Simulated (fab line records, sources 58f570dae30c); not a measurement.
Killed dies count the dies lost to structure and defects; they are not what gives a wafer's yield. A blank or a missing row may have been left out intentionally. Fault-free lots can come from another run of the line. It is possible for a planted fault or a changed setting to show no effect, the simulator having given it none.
Which tool did it? -- flow berkeleyCmos170 -- Sampling: 10 lots, 30 wafers, 2 of 331 route steps

## WHAT THE GAUGES READ, wafer by wafer
UCB170_PVT_OVL_MEAS_06.
lot,measured,on,PVT_OVL (nm)
L111,day 5 15:13,overlay-01,-12 -3 -4
L112,day 5 15:19,overlay-02,-10 -9 -12
L113,day 5 22:05,overlay-02,2 2 -1
L114,day 6 02:34,overlay-02,915 906 916 912 905 913
L116,day 6 13:45,overlay-02,912 904 905 910 902 903
L115,day 6 14:17,overlay-01,915 909 918 913 908 916
L117,day 6 18:35,overlay-01,902 911 907 900 907 906
L131,day 9 20:58,overlay-02,-13 -4 -6
L130,day 9 21:05,overlay-01,-9 -15 -14
L132,day 10 01:44,overlay-01,-8 -2 -1

## EACH LOT AND THE TOOL THAT RAN IT (in order: tool; ch and the chambers of the sampled wafers; start)
lot,UCB170_PVT_EXPOSE_03
L111,"krfScanner-02 ch 0, day 5 14:34"
L112,"krfScanner-02 ch 0, day 5 14:44"
L113,"krfScanner-02 ch 0, day 5 21:41"
L114,"krfScanner-02 ch 0, day 6 02:10"
L116,"krfScanner-02 ch 0, day 6 12:46"
L115,"krfScanner-02 ch 0, day 6 13:11"
L117,"krfScanner-02 ch 0, day 6 18:12"
L131,"krfScanner-01 ch 0, day 9 20:35"
L130,"krfScanner-01 ch 0, day 9 20:41"
L132,"krfScanner-01 ch 0, day 10 01:08"
- UCB170_PVT_EXPOSE_03: exposes mask NWELL, target cd 3000 nm.

## WHAT THE TOOLS THEMSELVES READ (means of the sampled wafers that have a number; where no wafer has one, the mark that the record gives instead)
UCB170_PVT_EXPOSE_03.
lot,tool,reticleTempC (C)
L111,krfScanner-02,22.96
L112,krfScanner-02,23.05
L113,krfScanner-02,22.92
L114,krfScanner-02,22.96
L116,krfScanner-02,23.13
L115,krfScanner-02,22.93
L117,krfScanner-02,23.05
L131,krfScanner-01,22.94
L130,krfScanner-01,22.98
L132,krfScanner-01,23.07

## THE ANSWER, worked out from the rows above alone
Rule: the lots themselves supply what counts as usual. The widest of any qualifying gaps counts: lots, ordered by their means at a reading, are off when they make up no more than a third of the lots, leave a main group of 4 or more, and stand apart from it by 3 or more times the standard deviation of that group's means. If all means in a main group match to the digits the tables above print for the reading, that group is not used. Also off: a lot with no number at a reading for which 4 or more lots have one. All remaining lots with rows at the step are treated as sound. The gauges are gone through in route order, then the tools' own readings, and for those a lot's mean is taken as printed above. The first step at which some lot is off is used, and at that step the reading that is off furthest; a lot without a number counts as furthest.
No lot is off on any of the readings shown, so nothing can be concluded from this.

## WHAT THE SIMULATOR HAD INSERTED
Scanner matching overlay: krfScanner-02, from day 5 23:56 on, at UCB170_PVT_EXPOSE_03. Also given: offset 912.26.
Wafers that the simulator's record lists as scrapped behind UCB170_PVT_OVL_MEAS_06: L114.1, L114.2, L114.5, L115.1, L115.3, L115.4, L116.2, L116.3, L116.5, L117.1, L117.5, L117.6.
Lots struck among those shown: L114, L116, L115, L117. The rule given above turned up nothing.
